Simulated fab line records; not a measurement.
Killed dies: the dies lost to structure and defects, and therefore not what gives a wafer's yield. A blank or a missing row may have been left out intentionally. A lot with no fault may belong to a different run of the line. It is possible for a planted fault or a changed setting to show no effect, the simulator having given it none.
fab line records    flow rit-cmos
record: lots: 6  wafers: 18  last-day: 7
route steps=202 shown ACTIVE@1
lots that met no fault: from a run of the same line without faults
start-h: the number of hours between the record's first day and the start of the first shown wafer of the lot    wait-h: how many hours have passed since the lot's step before this one    " the same as in the row above    L1.1+2: one row covering several wafers at once    - either no value or no given start    * or withheld: withheld    < > ~ a bound
route shown NAME@n: NAME is a module with steps in the file, n the number in the route of the first one    usual: average and standard deviation across the fault-free wafers    same: alike in all rows    chamber/n: place in a boat    sites: each site's reading    _std_site: how widely they spread, as a standard deviation    _edge_site: mean of outer sites minus mean of inner sites    radius-mm: how far each site lies from the wafer's centre    mask NAME#n: copy n    behind: the most recent tool/chamber to have shaped the wafer    hold: why the lot went on hold/how many hours it stayed there/how the hold came to an end    device: the transistor (n, p or np) that didn't switch    end of line: tests of these same wafers at the route's end    a step with no rows: only its recipe    killed: at the first sort, the dies lost to defects and structure; wafer yield is something else    map: the dies of a wafer, with x for killed, . for not killed, _ for no die there
set.NAME: the run value of the setting; set.NAME@STEP: its run value at that earlier step    model.NAME: the simulator's own value behind a step, which no gauge read
lots at selected steps of the route; one table per step, one row per wafer
services: a tool's chamber out of use, with start hour (start-h, from the record's first day; less than 0 if before it), hours out, and reason
== steps ==
step: RIT_ACTIVE_BOW_MEAS_00
recipe: mode: bow
usual: INCOMING_BOW: 0/6.4
lot.wafer  tool           chamber  start-h  wait-h  INCOMING_BOW[um]
L870.1     film-metro-03  -        40.00    -       1
L870.3     "              -        "        "       11
L870.5     "              -        "        "       -3
L871.2     film-metro-01  -        45.02    -       2
L871.3     "              -        "        "       -6
L871.5     "              -        "        "       -13
L879.1     film-metro-03  -        85.00    -       -2
L879.2     "              -        "        "       10
L879.5     "              -        "        "       -4
L881.4     film-metro-01  -        95.06    -       7
L881.5     "              -        "        "       5
L881.6     "              -        "        "       2
L882.1     film-metro-04  -        100.00   -       -1
L882.5     "              -        "        "       -7
L882.6     "              -        "        "       -9
L885.1     film-metro-01  -        115.00   -       1
L885.5     "              -        "        "       -3
L885.6     "              -        "        "       7
step: RIT_ACTIVE_OXIDATION_01
recipe: temp-c: 1000  ambient: O2  target-thk-a: 468  ox-time-s: 3360
step: RIT_ACTIVE_THK_MEAS_02
recipe: reads: SiO2_of_ACTIVE_OXIDATION_01
usual: ACTIVE_OXIDE_THK: 47.0/0.77
lot.wafer  tool           chamber  start-h  wait-h  ACTIVE_OXIDE_THK[nm]
L870.1     film-metro-01  -        42.05    0.0     47.1
L870.3     "              -        "        "       47.6
L870.5     "              -        "        "       48.7
L871.2     film-metro-01  -        47.06    0.0     47.1
L871.3     "              -        "        "       47.8
L871.5     "              -        "        "       47.4
L879.1     film-metro-03  -        87.05    0.0     47.7
L879.2     "              -        "        "       47.5
L879.5     "              -        "        "       48.5
L881.4     film-metro-01  -        97.08    0.0     46.6
L881.5     "              -        "        "       46.6
L881.6     "              -        "        "       46.8
L882.1     film-metro-03  -        102.05   0.0     47.0
L882.5     "              -        "        "       47.1
L882.6     "              -        "        "       48.0
L885.1     film-metro-04  -        117.05   0.0     47.5
L885.5     "              -        "        "       47.4
L885.6     "              -        "        "       48.3
step: RIT_ACTIVE_CVD_03
recipe: material: Si3N4  target-thk-nm: 150  temp-c: 810  precursor: SiH2Cl2/NH3  time-s: 1500  pressure-mtorr: 300  sih2cl2-flow-sccm: 60  nh3-flow-sccm: 150
usual: spike-tc-centre-C: 811.9/1  spike-tc-load-C: 832/3.3  spike-tc-source-C: 834.8/2.1  susceptor-temp-C: 810.0/0.31
lot.wafer  tool      chamber  start-h  wait-h  spike-tc-centre-C  spike-tc-load-C  spike-tc-source-C  susceptor-temp-C  model.Si3N4_of_ACTIVE_CVD_03.thk-nm
L870.1     lpcvd-01  1        42.11    0.1     811.2              834              833.2              809.9             152.4
L870.3     "         1        "        "       811.5              833              832.6              809.9             151.4
L870.5     "         1        "        "       811.1              834              832.9              810.7             152.2
L871.2     lpcvd-02  0        47.11    0.0     809.0              833              836.7              810.0             149.7
L871.3     "         0        "        "       810.5              832              838.0              809.8             150.7
L871.5     "         0        "        "       812.1              831              837.1              810.6             150.8
L879.1     lpcvd-02  0        87.11    0.1     831.5              851              856.0              829.2             210.1
L879.2     "         0        "        "       831.1              850              855.6              829.1             210.5
L879.5     "         0        "        "       831.2              852              856.4              829.3             210.7
L881.4     lpcvd-02  0        97.11    0.0     831.6              852              858.1              828.9             209.2
L881.5     "         0        "        "       830.4              850              855.8              828.8             211.7
L881.6     "         0        "        "       831.4              852              856.0              829.3             210.8
L882.1     lpcvd-01  1        102.11   0.1     813.5              834              834.6              809.9             149.6
L882.5     "         1        "        "       812.7              835              833.7              810.4             148.6
L882.6     "         1        "        "       812.0              834              833.0              810.2             150.5
L885.1     lpcvd-01  1        117.11   0.1     812.2              833              832.9              810.4             150.4
L885.5     "         1        "        "       812.4              832              833.8              810.4             149.4
L885.6     "         1        "        "       811.3              833              832.4              810.3             149.7
step: RIT_ACTIVE_THK_MEAS_04
recipe: reads: Si3N4_of_ACTIVE_CVD_03
usual: ACTIVE_NITRIDE_THK: 150.4/1.2
lot.wafer  tool           chamber  start-h  wait-h  ACTIVE_NITRIDE_THK[nm]
L870.1     film-metro-01  -        43.53    0.0     152.3
L870.3     "              -        "        "       151.5
L870.5     "              -        "        "       152.3
L871.2     film-metro-01  -        48.54    0.0     149.7
L871.3     "              -        "        "       150.5
L871.5     "              -        "        "       150.8
L879.1     film-metro-04  -        88.53    0.0     210.1
L879.2     "              -        "        "       210.6
L879.5     "              -        "        "       210.6
L881.4     film-metro-01  -        98.56    0.0     209.4
L881.5     "              -        "        "       211.5
L881.6     "              -        "        "       210.8
L882.1     film-metro-04  -        103.53   0.0     149.5
L882.5     "              -        "        "       148.6
L882.6     "              -        "        "       150.6
L885.1     film-metro-03  -        118.53   0.0     150.3
L885.5     "              -        "        "       149.3
L885.6     "              -        "        "       149.6
step: RIT_ACTIVE_HMDS_05
recipe: prime-time-s: 60  prime-temp-c: 140
step: RIT_ACTIVE_COAT_06
recipe: resist: NOVOLAK  spin-rpm: 3250  resist-thk-nm: 1000
step: RIT_ACTIVE_SOFTBAKE_07
recipe: resist: NOVOLAK  temp-c: 90  time-s: 60
step: RIT_ACTIVE_EXPOSE_08
recipe: mask-id: M1  na: 0.6  source-shape: conventional  sigma-outer: 0.6  target-cd-nm: 1400  dose-mj: 225
step: RIT_ACTIVE_PEB_09
recipe: resist: NOVOLAK  temp-c: withheld  time-s: withheld
step: RIT_ACTIVE_DEVELOP_10
recipe: resist: NOVOLAK  develop-time-s: 50  dev-temp-c: 23
step: RIT_ACTIVE_CD_MEAS_11
recipe: target-cd-nm: 1400
usual: cd-nm: 1399.7/2.2
lot.wafer  tool       chamber  start-h  wait-h  cd-nm
L870.1     cd-sem-01  -        44.52    -       1399.6
L870.3     "          -        "        "       1398.9
L870.5     "          -        "        "       1402.0
L871.2     cd-sem-02  -        49.58    -       1396.9
L871.3     "          -        "        "       1395.8
L871.5     "          -        "        "       1395.6
L879.1     cd-sem-01  -        89.44    -       1400.4
L879.2     "          -        "        "       1401.4
L879.5     "          -        "        "       1399.7
L881.4     cd-sem-01  -        99.50    -       1397.3
L881.5     "          -        "        "       1397.7
L881.6     "          -        "        "       1398.5
L882.1     cd-sem-01  -        104.44   -       1400.8
L882.5     "          -        "        "       1401.2
L882.6     "          -        "        "       1400.8
L885.1     cd-sem-02  -        119.44   -       1396.7
L885.5     "          -        "        "       1397.1
L885.6     "          -        "        "       1398.6
step: RIT_ACTIVE_HARDBAKE_12
recipe: resist: NOVOLAK  temp-c: 140  time-s: 60
step: RIT_ACTIVE_ETCH_13
recipe: stop-on: SiO2  chemistry: SF6  target: Si3N4  time-s: 210  over-etch-frac: 0.4  SF6_flow_sccm: 200  pressure-mtorr: 260  rf-w: 125  target-depth-a: 2100
usual: drypump-motor-current-A: 5.4/0.53  oes-product-au: 0.821/0.013  throttle-valve-pct: 7.47/0.082
lot.wafer  tool         chamber  start-h  wait-h  drypump-motor-current-A  oes-product-au  rf-hours-counter-h  throttle-valve-pct  model.etch.depth-nm  model.ACTIVE.feature-depth-nm
L870.1     rie-diel-03  3        44.80    0.1     5.1                      0.812           43                  7.55                152.4                153.3
L870.3     "            2        "        "       4.7                      0.816           109                 7.42                151.4                151.4
L870.5     "            0        "        "       5.8                      0.841           -                   7.55                152.2                152.2
L871.2     rie-diel-04  0        49.83    0.1     6.4                      0.835           135                 7.31                149.7                150.4
L871.3     "            3        "        "       5.4                      0.837           66                  7.45                150.7                151.9
L871.5     "            1        "        "       5.5                      0.827           -                   7.48                150.8                150.9
L879.1     rie-diel-04  0        89.71    0.1     6.4                      1.010           136                 7.32                210.1                210.7
L879.2     "            1        "        "       5.5                      1.008           154                 7.50                210.5                210.6
L879.5     "            2        "        "       5.7                      0.973           -                   7.39                209.2                209.2
L881.4     rie-diel-03  3        99.71    0.1     5.1                      0.987           44                  7.53                209.2                210.2
L881.5     "            1        "        "       4.8                      0.972           -                   7.54                209.8                209.8
L881.6     "            2        "        "       4.7                      0.975           -                   7.44                207.5                207.5
L882.1     rie-diel-02  2        104.71   0.1     6.1                      0.834           92                  7.61                149.6                149.6
L882.5     "            2        "        "       6.1                      0.835           -                   7.61                148.6                148.6
L882.6     "            3        "        "       5.7                      0.814           -                   7.51                150.5                150.5
L885.1     rie-diel-03  0        119.71   0.1     5.8                      0.826           2                   7.56                150.4                150.4
L885.5     "            3        "        "       5.1                      0.809           -                   7.52                149.4                150.4
L885.6     "            0        "        "       5.8                      0.827           -                   7.55                149.7                149.7
step: RIT_ACTIVE_STRIP_14
recipe: chemistry: O2  time-s: 180  resist: NOVOLAK  platen-temp-c: withheld  power-w: 500  pressure-mtorr: 4000  o2-flow-sccm: 4000
usual: drypump-motor-current-A: 5.7/0.35
lot.wafer  tool             chamber  start-h  wait-h  drypump-motor-current-A  rf-hours-counter-h
L870.1     plasma-asher-01  1        44.93    0.1     6.3                      41
L870.3     "                0        "        "       5.5                      -
L870.5     "                0        "        "       5.5                      -
L871.2     plasma-asher-04  0        49.97    0.1     5.5                      25
L871.3     "                0        "        "       5.5                      -
L871.5     "                0        "        "       5.5                      -
L879.1     plasma-asher-04  1        89.84    0.1     5.3                      29
L879.2     "                0        "        "       5.5                      29
L879.5     "                0        "        "       5.5                      -
L881.4     plasma-asher-01  1        99.90    0.1     6.2                      -
L881.5     "                0        "        "       5.6                      -
L881.6     "                1        "        "       6.3                      -
L882.1     plasma-asher-04  0        104.84   0.1     5.4                      31
L882.5     "                0        "        "       5.5                      -
L882.6     "                1        "        "       5.2                      -
L885.1     plasma-asher-02  1        119.84   0.1     5.5                      47
L885.5     "                0        "        "       6.1                      -
L885.6     "                1        "        "       5.5                      -
step: RIT_ACTIVE_CD_MEAS_90
recipe: target-cd-nm: 1400
usual: cd-nm: 1399.6/2.3
lot.wafer  tool       chamber  start-h  wait-h  cd-nm
L870.1     cd-sem-02  -        45.11    0.1     1399.4
L870.3     "          -        "        "       1399.2
L870.5     "          -        "        "       1402.3
L871.2     cd-sem-01  -        50.16    0.1     1396.9
L871.3     "          -        "        "       1395.7
L871.5     "          -        "        "       1395.6
L879.1     cd-sem-02  -        90.02    0.1     1400.4
L879.2     "          -        "        "       1401.4
L879.5     "          -        "        "       1400.0
L881.4     cd-sem-02  -        100.08   0.1     1397.0
L881.5     "          -        "        "       1397.6
L881.6     "          -        "        "       1398.9
L882.1     cd-sem-02  -        105.02   0.1     1400.6
L882.5     "          -        "        "       1401.0
L882.6     "          -        "        "       1400.7
L885.1     cd-sem-01  -        120.02   0.1     1396.8
L885.5     "          -        "        "       1397.1
L885.6     "          -        "        "       1399.0
step: RIT_ACTIVE_CLEAN_15
recipe: chemistry: SC1  mix: 3:3:50  time-s: 600  temp-c: 75
step: RIT_ACTIVE_CLEAN_16
recipe: chemistry: dHF  dilution: 50:1  time-s: 30
lot.wafer  tool          chamber  start-h  wait-h  model.Si3N4_of_ACTIVE_CVD_03.thk-nm
L870.1     wet-bench-03  2        45.40    0.0     151.5
L870.3     "             2        "        "       150.6
L870.5     "             2        "        "       151.4
L871.2     wet-bench-03  0        50.45    0.0     148.9
L871.3+5   "             0        "        "       149.9
L879.1     wet-bench-03  3        90.33    0.0     209.3
L879.2     "             3        "        "       209.7
L879.5     "             3        "        "       209.8
L881.4     wet-bench-03  2        100.33   0.0     208.4
L881.5     "             2        "        "       210.9
L881.6     "             2        "        "       210
L882.1     wet-bench-01  1        105.31   0.0     148.8
L882.5     "             1        "        "       147.8
L882.6     "             1        "        "       149.7
L885.1     wet-bench-01  2        120.31   0.0     149.6
L885.5     "             2        "        "       148.6
L885.6     "             2        "        "       148.8
step: RIT_ACTIVE_CLEAN_17
recipe: chemistry: SC2  mix: 3:3:50  time-s: 600  temp-c: 75  dry: n2-spin
== services ==
tool             chamber  start-h  hours  kind
plasma-asher-04  -        30.02    10.5   repair
rie-diel-04      -        38.62    1.4    repair
plasma-asher-01  -        48.14    0.6    repair
rie-diel-04      2        75.73    3.9    repair
rie-diel-04      -        85.46    1.3    repair
rie-diel-04      3        100.90   8.7    repair
plasma-asher-01  -        108.75   9.0    pm
plasma-asher-01  0        108.75   9.0    vent-cycle
plasma-asher-01  1        108.75   9.0    vent-cycle
plasma-asher-01  -        111.80   4.2    repair
plasma-asher-01  0        117.75   -      clean
plasma-asher-01  1        117.75   -      clean
== key ==
first-sign: step: RIT_ACTIVE_CVD_03  reading: susceptor-temp-C  direction: up  sigmas: 62  usual: *  struck: *
effect: step: RIT_ACTIVE_CVD_03  reading: spike-tc-centre-C  direction: up  sigmas: 19  usual: 811.9  struck: 831.2
effect: step: RIT_ACTIVE_THK_MEAS_04  reading: ACTIVE_NITRIDE_THK  direction: up  sigmas: 49  usual: 150.4  struck: 210.5
effect: step: RIT_ACTIVE_ETCH_13  reading: oes-product-au  direction: up  sigmas: 13  usual: 0.821  struck: 0.987
model-effect: step: RIT_ACTIVE_CVD_03  value: Si3N4_of_ACTIVE_CVD_03.thk-nm  without: 151  struck: 210.5
model-effect: step: RIT_ACTIVE_ETCH_13  value: etch.depth-nm  without: 151  struck: 209.4
model-effect: step: RIT_ACTIVE_CLEAN_16  value: Si3N4_of_ACTIVE_CVD_03.thk-nm  without: 150.1  struck: 209.7
met-at RIT_ACTIVE_CVD_03
struck-wafers L879.1,L879.2,L879.5,L881.4,L881.5,L881.6
later-rows-left-out L879.5,L881.5,L881.6
sort-left-out L879.1,L879.2,L879.5,L881.4,L881.5,L881.6
tester-left-out L879,L881
onset-between 47.11 87.11
fault: kind: process-parameter-drift  tool: lpcvd-02  chamber: 0  onset-h: 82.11  steps: RIT_ACTIVE_CVD_03  channel: temp-c  offset: *  shape: step  end-h: 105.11  acts-in: *  stated: *
tester-left-out: of these lots the tester's yield and bins aren't shown, on N5 and GAA mostly nor the transistor test; their killed dies are dies lost to structure and defects alone, not to doping, threshold or leakage, so they don't give the yield
sort-left-out: the simulated sort isn't trusted on such a fault, so these wafers' sort isn't shown, and their yield isn't known
later-rows-left-out: the simulator's readings of these wafers behind a module that went badly wrong aren't trusted and aren't shown, but for the sort
